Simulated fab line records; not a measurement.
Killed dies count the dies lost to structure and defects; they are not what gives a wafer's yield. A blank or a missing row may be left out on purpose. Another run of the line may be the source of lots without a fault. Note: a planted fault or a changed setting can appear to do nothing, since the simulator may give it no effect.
A lot that was struck, set against a sound lot :: flow ritCmos :: 44 out of 202 route steps
Sound: the wafers L738.1, L738.4, L738.6. Struck: wafers L744.3, L744.4, L744.5. The cause comes at the end.
For every step that has rows: the tool of each side, followed by ch and its chambers, followed by its first start. Under that, the readings that differ: sound wafers :: struck wafers :: difference of the means :: sigmas: that difference in standard deviations of wafers without a fault.
alike: readings whose means differ by less than 2 such deviations, and words and numbers that are the same on both sides. not compared: withheld readings, readings that some wafer has no value for, bounds like >300 that may hide the same value, and numbers for which the record gives no deviation and whose values overlap.
Wherever a step has rows on one side only, a row that says differs or no value, or a row with sigmas, the two part there. Non-overlapping numbers with no deviation appear without sigmas and do not part them. A reading missing from all wafers of one side parts the sides only when that side holds two or more wafers.

first, 3 steps without rows for these wafers: RIT_REOX_CLEAN_01 (cleans in dHF, time 30 s); RIT_REOX_CLEAN_02 (cleans in SC2, time 600 s); RIT_REOX_OXIDATION_03 (target thk 25.2 nm, ox time 5580 s).
RIT_REOX_THK_MEAS_04:
  struck on filmMetro-03, day 6 20:58; sound on filmMetro-03, day 5 15:21
  alike: REOX_OXIDE_THK
then, 6 steps without rows for these wafers: RIT_NLDD_HMDS_00 (prime time 60 s); RIT_NLDD_COAT_01 (resist thk 1000 nm); RIT_NLDD_SOFTBAKE_02 (time 60 s); RIT_NLDD_EXPOSE_03 (exposes mask M7, target cd 40700 nm); RIT_NLDD_PEB_04; RIT_NLDD_DEVELOP_05 (develop time 50 s).
RIT_NLDD_OVL_MEAS_06:
  struck on overlay-02, day 6 22:00; sound on overlay-02, day 5 16:23
  alike: NLDD_OVL
then, 1 step without rows for these wafers: RIT_NLDD_HARDBAKE_07 (time 60 s).
RIT_NLDD_IMPLANT_08:
  sound on implanter-03 ch 0, day 5 16:34; struck on implanter-03 ch 0, day 6 22:19
reading: tiltDeg (degrees)
sound: 6.996 7.008 7.005
struck: 6.057 6.050 6.042
difference: -0.953
sigmas: -48
RIT_NLDD_STRIP_09: strips in O2, time 180 s.
  sound on plasmaAsher-03 ch 0, day 5 16:43; struck on plasmaAsher-03 ch 0,1, day 6 22:28
  alike: drypumpMotorCurrentA, o2FlowSccm
  not compared: rfHoursCounterH
RIT_NLDD_TW_MEAS_10:
  struck on filmMetro-02, day 6 22:36; sound on filmMetro-04, day 5 16:54
  alike: NLDD_TW
then, 6 steps without rows for these wafers: RIT_PLDD_HMDS_00 (prime time 60 s); RIT_PLDD_COAT_01 (resist thk 1000 nm); RIT_PLDD_SOFTBAKE_02 (time 60 s); RIT_PLDD_EXPOSE_03 (exposes mask M8, target cd 40900 nm); RIT_PLDD_PEB_04; RIT_PLDD_DEVELOP_05 (develop time 50 s).
RIT_PLDD_OVL_MEAS_06:
  struck on overlay-01, day 6 23:30; sound on overlay-01, day 5 17:56
  alike: PLDD_OVL
then, 2 steps without rows for these wafers: RIT_PLDD_HARDBAKE_07 (time 60 s); RIT_PLDD_IMPLANT_08.
RIT_PLDD_STRIP_09: strips in O2, time 180 s.
  sound on plasmaAsher-03 ch 0, day 5 18:16; struck on plasmaAsher-04 ch 0,1, day 6 23:53
  alike: drypumpMotorCurrentA, o2FlowSccm
  not compared: rfHoursCounterH
RIT_PLDD_TW_MEAS_10:
  struck on filmMetro-01, day 7 00:01; sound on filmMetro-01, day 5 18:26
  alike: PLDD_TW
then, 4 steps without rows for these wafers: RIT_SPACER_CLEAN_00 (cleans in SC1, time 600 s); RIT_SPACER_CLEAN_01 (cleans in dHF, time 30 s); RIT_SPACER_CLEAN_02 (cleans in SC2, time 600 s); RIT_SPACER_CVD_03 (deposits Si3N4 from SiH2Cl2/NH3, target thk 250 nm, time 3300 s).
RIT_SPACER_THK_MEAS_04:
  struck on filmMetro-04, day 7 02:22; sound on filmMetro-01, day 5 21:44
  alike: SPACER_NITRIDE_THK
RIT_SPACER_ETCHBACK_05: etches Si3N4 in SF6/CHF3, stops on SiO2, target depth 250 nm, time 240 s.
  sound on rieDiel-04 ch 0,1,2, day 5 21:48; struck on rieDiel-04 ch 0,3, day 7 02:25
  alike: drypumpMotorCurrentA, oesProductAu, throttleValvePct
  not compared: rfHoursCounterH
then, 6 steps without rows for these wafers: RIT_NSD_HMDS_00 (prime time 60 s); RIT_NSD_COAT_01 (resist thk 1000 nm); RIT_NSD_SOFTBAKE_02 (time 60 s); RIT_NSD_EXPOSE_03 (exposes mask M9, target cd 40700 nm); RIT_NSD_PEB_04; RIT_NSD_DEVELOP_05 (develop time 50 s).
RIT_NSD_OVL_MEAS_06:
  struck on overlay-01, day 7 03:25; sound on overlay-02, day 5 22:56
  alike: NSD_OVL
then, 2 steps without rows for these wafers: RIT_NSD_HARDBAKE_07 (time 60 s); RIT_NSD_IMPLANT_08.
RIT_NSD_STRIP_09: strips in O2, time 180 s.
  sound on plasmaAsher-02 ch 0,1, day 5 23:16; struck on plasmaAsher-03 ch 0,1, day 7 03:48
  alike: drypumpMotorCurrentA, o2FlowSccm
  not compared: rfHoursCounterH
RIT_SDANNEAL_RS_MEAS_07: uses a four-point probe to measure.
  struck on filmMetro-02, day 7 06:13; sound on filmMetro-04, day 6 01:51
reading: NLDD_RS (ohm/sq)
sound: 151.9 152.1 152.0
struck: - - -
difference: no value on the struck wafers
sigmas: 
RIT_M1_PROBE_99:
  struck on prober-01, day 7 13:42; sound on prober-01, day 6 09:02
reading: model.etest.nmosTurned.driveUaUm
sound: 310.3 314.6 307.3
struck: 399.6 405.1 401.2
difference: +91.2
sigmas: 

reading: model.etest.nmos_0p15.overlapFfUm
sound: 0.2384 0.2379 0.2383
struck: 0.2668 0.2689 0.2669
difference: +0.0293
sigmas: 
  alike: killedAtContacts, killedAtFrontEnd, killedDies, killedOpen, killedShort

WHERE THEY PART
First at RIT_NLDD_IMPLANT_08; last, within this record, at RIT_SDANNEAL_RS_MEAS_07. Later steps at which nothing parts them and some readings are alike: RIT_M1_PROBE_99.

WHY: whatever the simulator had introduced
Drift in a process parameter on implanter-03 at RIT_NLDD_IMPLANT_08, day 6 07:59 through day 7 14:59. A move of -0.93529 in setting tiltDeg, from 7. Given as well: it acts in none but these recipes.
